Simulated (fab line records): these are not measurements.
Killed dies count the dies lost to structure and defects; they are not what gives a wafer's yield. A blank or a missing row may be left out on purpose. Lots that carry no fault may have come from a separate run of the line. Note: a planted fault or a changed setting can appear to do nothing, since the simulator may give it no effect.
Split-lot trial | flow ritCmos | 23 wafers read from 5 lots, route of 202 steps

SPLIT DETAILS
At RIT_SDANNEAL_RTA_03 (time 5 s), the setting timeS was moved away from the recipe's 5 s on 6 of the 23 wafers read, by -14.7% to -7.1%. The other wafers ran this setting at the recipe's value.

BETWEEN THE SPLIT AND THE READING: the file shows 1 step in between
- RIT_SDANNEAL_RS_MEAS_04: measures by four-point-probe

THE READING
Measured at RIT_SDANNEAL_RS_MEAS_06 by four-point probe: PLDD_RS, in ohm/sq. A value of 177.7 ohm/sq with a standard deviation of 0.48 ohm/sq is what fault-free wafers of this fab line usually give.

wafer  | tool, chamber at the split | timeS as run, s | against the recipe | PLDD_RS, ohm/sq | against lot-mates on the recipe
L074.2 | rtpAnneal-02, 0            | 4.266           | -14.7%             | 180.2           | +2.3
L074.3 | rtpAnneal-02, 0            | 4.266           | -14.7%             | 180.5           | +2.6
L074.4 | rtpAnneal-02, 0            | 4.266           | -14.7%             | 180.2           | +2.3
L074.5 | rtpAnneal-02, 0            | 5               | recipe             | 178.0           | -
L074.6 | rtpAnneal-02, 0            | 5               | recipe             | 177.8           | -
L076.1 | rtpAnneal-02, 0            | 5               | recipe             | 177.5           | -
L076.2 | rtpAnneal-02, 0            | 5               | recipe             | 177.8           | -
L076.3 | rtpAnneal-02, 0            | 5               | recipe             | 177.6           | -
L076.4 | rtpAnneal-02, 0            | 5               | recipe             | 178.0           | -
L076.5 | rtpAnneal-02, 0            | 5               | recipe             | 178.0           | -
L077.1 | rtpAnneal-01, 0            | 5               | recipe             | 178.1           | -
L077.2 | rtpAnneal-01, 0            | 5               | recipe             | 177.6           | -
L077.4 | rtpAnneal-01, 0            | 5               | recipe             | 177.8           | -
L077.5 | rtpAnneal-01, 0            | 5               | recipe             | 177.8           | -
L077.6 | rtpAnneal-01, 0            | 5               | recipe             | 177.8           | -
L082.1 | rtpAnneal-02, 0            | 5               | recipe             | 178.2           | -
L082.2 | rtpAnneal-02, 0            | 5               | recipe             | 177.4           | -
L082.3 | rtpAnneal-02, 0            | 5               | recipe             | 177.8           | -
L083.1 | rtpAnneal-01, 0            | 5               | recipe             | 177.6           | -
L083.3 | rtpAnneal-01, 0            | 4.646           | -7.1%              | 177.9           | +0.4
L083.4 | rtpAnneal-01, 0            | 5               | recipe             | 177.4           | -
L083.5 | rtpAnneal-01, 0            | 4.646           | -7.1%              | 178.1           | +0.6
L083.6 | rtpAnneal-01, 0            | 4.646           | -7.1%              | 177.9           | +0.4

FIT RESULTS
A straight line over all 23 wafers: PLDD_RS changes by -0.151 ohm/sq for each +1% of timeS; r = -0.89; the points scatter about the line by 0.41 ohm/sq.
The same after taking each lot's own level away (the mean of its wafers on the recipe; 23 wafers): -0.149 ohm/sq for each +1%; r = -0.94; scatter 0.3 ohm/sq.
According to that fit, moving timeS by its largest amount changes the reading by 2.2 ohm/sq.
The span of the lots' own levels, 177.50 to 177.90 ohm/sq, comes to 0.8 times the standard deviation stated above.
The two slopes agree, so the slope changes little with the lot-to-lot level.
Check: for one of the wafers moved furthest among these (-14.7%), held out of the fit, the line's prediction against its lot-mates is +2.08 ohm/sq. It came out at +2.3 ohm/sq against them.

ADDITIONAL SPLITS CARRIED BY THESE WAFERS
Other splits were also applied to these wafers ahead of the reading. Each is held against what the fit with the lots' levels taken away leaves over:
other split on the same wafers   | wafers away from the commonest value | r with PLDD_RS (lot level and that fit taken away)
RIT_GATE_DEVELOP_15 developTimeS | 6                                    | -0.65
RIT_NLDD_IMPLANT_08 energyKev    | 6                                    | +0.04
RIT_SPACER_ETCHBACK_05 timeS     | 8                                    | -0.14

THE WHOLE CHAIN: every reading that the file lists as answering this split, in the file's order
step                    | what it does                 | reading | change (the file's fit)            | r (the file's)
RIT_SDANNEAL_RS_MEAS_04 | measures by four-point-probe | PSD_RS  | -0.153 for each +1% of the setting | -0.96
RIT_SDANNEAL_RS_MEAS_06 | measures by four-point-probe | PLDD_RS | -0.142 for each +1% of the setting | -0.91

THE FILE'S OWN FIT
PLDD_RS changes by -0.142 ohm/sq for each +1% of timeS, r = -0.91.
